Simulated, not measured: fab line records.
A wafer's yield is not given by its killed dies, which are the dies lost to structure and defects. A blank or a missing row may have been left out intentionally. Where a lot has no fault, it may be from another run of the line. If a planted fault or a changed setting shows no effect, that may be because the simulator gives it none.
Problem report, 8D (eight disciplines) form, completed by code	flow berkeley cmos170	the parts of the form that need people (team, actions taken, sign-off) are left out

== 1. THE PROBLEM ==
cd nm at UCB170_M3_CD_MEAS_90 reads a mean of 717.4 nm on 6 wafers of 2 lots; wafers without a fault read 700.1 nm with a standard deviation of 2.8. Measured from the usual mean, that is +6.2 standard deviations.
The step: target cd 700 nm.
Seen first at day 12 13:20 on cd sem-01, wafer L525.1. The record holds 42 wafers of 14 lots with a number at this step. Rule for "out", or "out of limits": more than 4 standard deviations from the usual mean. All remaining wafers that have a number are taken as sound.

== 2. WHAT IT IS; WHAT IT IS NOT ==
question	is	is not
which readings at this step	cd nm	-
which lots	L525, L527	L504, L505, L507, L508, L509, L511, L512, L513, L514, L515, L516, L518
which wafers of those lots	all that have a number	-
read on which gauges	cd sem-01, cd sem-02	-
when	from day 12 13:20	up to then (36 sound wafers)

== 3. SUSPECTS, AND WHAT RULES EACH OUT ==
Counting: a tool at a process step up to the reading stays a suspect if it ran every lot that is out and no sound lot after the first of them.
- the gauge at UCB170_M3_CD_MEAS_90: ruled out. The wafers that are out were read on 2 gauges (cd sem-01, cd sem-02).
- rie metal-02 at UCB170_M2_METAL_ETCH_18 (etches Al in Cl2/BCl3, stops on SiO2, target depth 1170 nm, time 188.5 s): kept. It processed each lot that is out, first L525 at day 12 06:42, and no sound lot thereafter; up to then, the last sound lot it processed was L516 at day 10 21:15.
- rie metal-01 at UCB170_M3_METAL_ETCH_18 (etches Al in Cl2/BCl3, stops on SiO2, target depth 1170 nm, time 195 s): kept. It processed each lot that is out, first L525 at day 12 13:03, and no sound lot thereafter; up to then, the last sound lot it processed was L518 at day 11 12:52. On those wafers its own readings are out: oes product au.
Left after counting: rie metal-02 at UCB170_M2_METAL_ETCH_18, rie metal-01 at UCB170_M3_METAL_ETCH_18.

== 4. THE CAUSE (what the simulator had put in) ==
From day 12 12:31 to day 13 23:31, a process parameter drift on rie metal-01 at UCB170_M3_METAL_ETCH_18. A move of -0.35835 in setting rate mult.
2 suspects survive the count, and this tool is in that group.

== 5. THE CHAIN OF EFFECTS, in route order ==
Each row: a reading whose mean over the struck wafers that have a number lies more than 3 standard deviations from the usual. Only readings whose record carries a usual standard deviation are examined. hours: median over the lots of the time between each lot's start at the first step of this table that gives one and its start at this step. sigmas: the change, counted in usual standard deviations.
hours	step	reading	usual	on struck wafers	change	sigmas
0	UCB170_M3_METAL_ETCH_18	oes product au	0.862 a.u.	0.760	-0.102	-11
0	UCB170_M3_STRIP_19	oes product au	0.563 a.u.	0.721	+0.158	+11
0	UCB170_M3_CD_MEAS_90	cd nm	700.1 nm	717.4	+17.3	+6.2
The process steps in it:
- UCB170_M3_METAL_ETCH_18: etches Al in Cl2/BCl3, stops on SiO2, target depth 1170 nm, time 195 s.
- UCB170_M3_STRIP_19: strips in O2.

== 6. WHAT WOULD HAVE CAUGHT IT SOONER ==
In this record the first reading out of limits at a measuring or inspecting step was taken at day 12 13:20, 1 hour after the fault began at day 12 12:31.
At UCB170_M3_METAL_ETCH_18, the tool's own readings (oes product au) were out on each struck wafer the step has a row for, so an alarm limit on them would have fired on the first such wafer.
Of the lots that are out (2), L527 began UCB170_M3_METAL_ETCH_18 on rie metal-01 after day 12 13:20. It would have been spared by a hold on the tool at that moment.
